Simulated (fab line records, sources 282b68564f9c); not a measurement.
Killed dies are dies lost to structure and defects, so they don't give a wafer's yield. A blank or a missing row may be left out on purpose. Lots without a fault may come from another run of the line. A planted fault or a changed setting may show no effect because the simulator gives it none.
Which tool did it? | flow rit_cmos | 13 lots, 39 wafers sampled, at 4 steps of a route of 202

WHAT THE GAUGES READ, wafer by wafer
RIT_ACTIVE_BOW_MEAS_00.
lot  | measured    | on            | INCOMING_BOW (um)
L633 | day 1 10:02 | film_metro-02 | -7 1 1
L634 | day 1 15:00 | film_metro-01 | -1 1 -3
L635 | day 1 20:04 | film_metro-04 | 5 -7 13
L637 | day 2 06:00 | film_metro-01 | -2 6 -6
L638 | day 2 11:01 | film_metro-02 | -3 9 -1
L639 | day 2 16:00 | film_metro-02 | -6 11 -2
L640 | day 2 21:01 | film_metro-01 | -5 8 0
L642 | day 3 07:00 | film_metro-01 | 0 -2 2
L648 | day 4 13:04 | film_metro-02 | -1 0 3
L651 | day 5 04:01 | film_metro-02 | -6 16 12
L653 | day 5 14:00 | film_metro-04 | 2 0 2
L654 | day 5 19:00 | film_metro-02 | 10 -3 7
L655 | day 6 00:01 | film_metro-01 | 15 -6 -11

RIT_NRETRO_OVL_MEAS_06.
lot  | measured    | on         | NRETRO_OVL (nm)
L633 | day 2 06:29 | overlay-01 | 1.1 2.1 0.7
L634 | day 2 11:21 | overlay-02 | 0.7 0.3 0.3
L635 | day 2 19:56 | overlay-01 | 2.8 2.6 2.8
L637 | day 3 03:48 | overlay-02 | -0.3 -2.3 -1.0
L638 | day 3 09:41 | overlay-02 | -0.3 -1.0 1.2
L639 | day 3 17:37 | overlay-01 | 1.7 1.2 2.0
L640 | day 3 22:10 | overlay-01 | -1.1 -2.0 -2.7
L642 | day 4 05:40 | overlay-02 | -1.5 -1.0 0.5
L648 | day 5 11:21 | overlay-02 | -1.0 -1.1 0.1
L651 | day 6 00:31 | overlay-02 | 0.7 0.2 1.3
L653 | day 6 11:43 | overlay-01 | 2.3 2.5 2.4
L654 | day 6 15:14 | overlay-02 | -1.6 -1.0 -1.1
L655 | day 6 22:19 | overlay-01 | 0.5 -0.2 0.8

WHICH TOOL RAN EACH LOT (tool, then ch and the chambers of the sampled wafers, then the start)
lot  | RIT_ACTIVE_ETCH_13                | RIT_NWELL_STRIP_09
L633 | rie_diel-04 ch 2,3, day 1 15:40   | plasma_asher-03 ch 0,1, day 1 21:56
L634 | rie_diel-04 ch 0,1,3, day 1 20:58 | plasma_asher-03 ch 0,1, day 2 03:14
L635 | rie_diel-03 ch 0,1,2, day 2 00:47 | plasma_asher-03 ch 0,1, day 2 11:49
L637 | rie_diel-04 ch 0,1, day 2 11:32   | plasma_asher-01 ch 0,1, day 2 18:46
L638 | rie_diel-04 ch 2,3, day 2 15:50   | plasma_asher-01 ch 0,1, day 2 23:59
L639 | rie_diel-03 ch 2,3, day 2 23:31   | plasma_asher-03 ch 0,1, day 3 09:38
L640 | rie_diel-02 ch 2,3, day 3 03:45   | plasma_asher-03 ch 0,1, day 3 12:18
L642 | rie_diel-04 ch 0,1, day 3 13:17   | plasma_asher-02 ch 0,1, day 3 19:55
L648 | rie_diel-03 ch 0,1,2, day 4 18:17 | plasma_asher-02 ch 0,1, day 5 02:25
L651 | rie_diel-04 ch 0,3, day 5 09:34   | plasma_asher-02 ch 0,1, day 5 16:15
L653 | rie_diel-02 ch 1,2, day 5 19:56   | plasma_asher-02 ch 0,1, day 6 02:52
L654 | rie_diel-02 ch 0,1,2, day 6 00:58 | plasma_asher-02 ch 0,1, day 6 06:59
L655 | rie_diel-04 ch 2,3, day 6 04:50   | plasma_asher-03 ch 0,1, day 6 14:19
- RIT_ACTIVE_ETCH_13: etches Si3N4 in SF6, stops on SiO2, time 210 s, target depth 210 nm.
- RIT_NWELL_STRIP_09: strips in O2, time 180 s.

WHAT THE TOOLS THEMSELVES READ (means of the sampled wafers that have a number; where no wafer has one, the mark that the record gives instead)
RIT_ACTIVE_ETCH_13.
lot  | tool        | SF6_flow_sccm (sccm) | drypump_motor_current_A (A) | oes_product_au (a.u.) | rf_fwd_power_W (W) | throttle_valve_pct (%)
L633 | rie_diel-04 | 200.2                | 5.0                         | 0.806                 | 124.5              | 7.50
L634 | rie_diel-04 | 200.7                | 5.4                         | 0.820                 | 124.9              | 7.45
L635 | rie_diel-03 | 199.5                | 5.5                         | 0.833                 | 124.3              | 7.56
L637 | rie_diel-04 | 200.0                | 5.7                         | 0.814                 | 124.6              | 7.52
L638 | rie_diel-04 | 199.8                | 5.0                         | 0.803                 | 124.7              | 7.50
L639 | rie_diel-03 | 200.2                | 5.5                         | 0.834                 | 124.5              | 7.46
L640 | rie_diel-02 | 199.2                | 5.3                         | 0.816                 | 125.0              | 7.50
L642 | rie_diel-04 | 199.7                | 5.7                         | 0.818                 | 124.8              | 7.53
L648 | rie_diel-03 | 200.4                | 5.5                         | 0.836                 | 131.0              | 7.56
L651 | rie_diel-04 | 200.2                | 5.4                         | 0.819                 | 124.8              | 7.45
L653 | rie_diel-02 | 200.3                | 5.2                         | 0.809                 | 124.4              | 7.57
L654 | rie_diel-02 | 200.3                | 5.7                         | 0.821                 | 124.3              | 7.59
L655 | rie_diel-04 | 199.7                | 5.0                         | 0.840                 | 124.4              | 7.50

RIT_NWELL_STRIP_09.
lot  | tool            | drypump_motor_current_A (A)
L633 | plasma_asher-03 | 6.0
L634 | plasma_asher-03 | 6.0
L635 | plasma_asher-03 | 6.0
L637 | plasma_asher-01 | 5.7
L638 | plasma_asher-01 | 5.5
L639 | plasma_asher-03 | 6.1
L640 | plasma_asher-03 | 6.0
L642 | plasma_asher-02 | 5.5
L648 | plasma_asher-02 | 5.7
L651 | plasma_asher-02 | 5.6
L653 | plasma_asher-02 | 5.5
L654 | plasma_asher-02 | 5.5
L655 | plasma_asher-03 | 6.0

THE ANSWER, worked out from the rows above alone
Rule: what is usual is taken from the lots themselves. Put in order of their means at a reading, lots are off if they are a third of the lots or fewer, leave a main group of 4 or more, and stand apart from it by a gap of 3 or more times the standard deviation of the main group's means; of several such gaps the widest counts. A main group whose means are all the same, to the digits that the tables above print for the reading, isn't used. A lot without any number at a reading at which 4 lots or more have one is off too. The other lots that the step has rows for count as sound. The gauges are gone through in route order, then the tools' own readings, and for those a lot's mean is taken as printed above. The first step at which some lot is off is used, and at that step the reading that is off furthest; a lot without a number counts as furthest.
Off: L648, at RIT_ACTIVE_ETCH_13 (rf_fwd_power_W). The main group: mean 124.6 W, standard deviation 0.23.
A tool fits if, at that step or a process step before it, it ran every lot that is off, and no sound lot after the first of them. One fits: rie_diel-03 at RIT_ACTIVE_ETCH_13. Its last sound lot is L639 (day 2 23:31), its first lot that is off L648 (day 4 18:17): a fault that began between those two fits.
The tool's own readings at RIT_ACTIVE_ETCH_13 bear it out: on the lots that are off they differ by more than 5 times the standard deviation of the sound lots' means. rf_fwd_power_W reads 131.0 W there against 124.6 W on the sound lots.

WHAT THE SIMULATOR HAD PUT IN
Process parameter drift: rie_diel-03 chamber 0, from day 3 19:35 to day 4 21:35, at RIT_ACTIVE_ETCH_13. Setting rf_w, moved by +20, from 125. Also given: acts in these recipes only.
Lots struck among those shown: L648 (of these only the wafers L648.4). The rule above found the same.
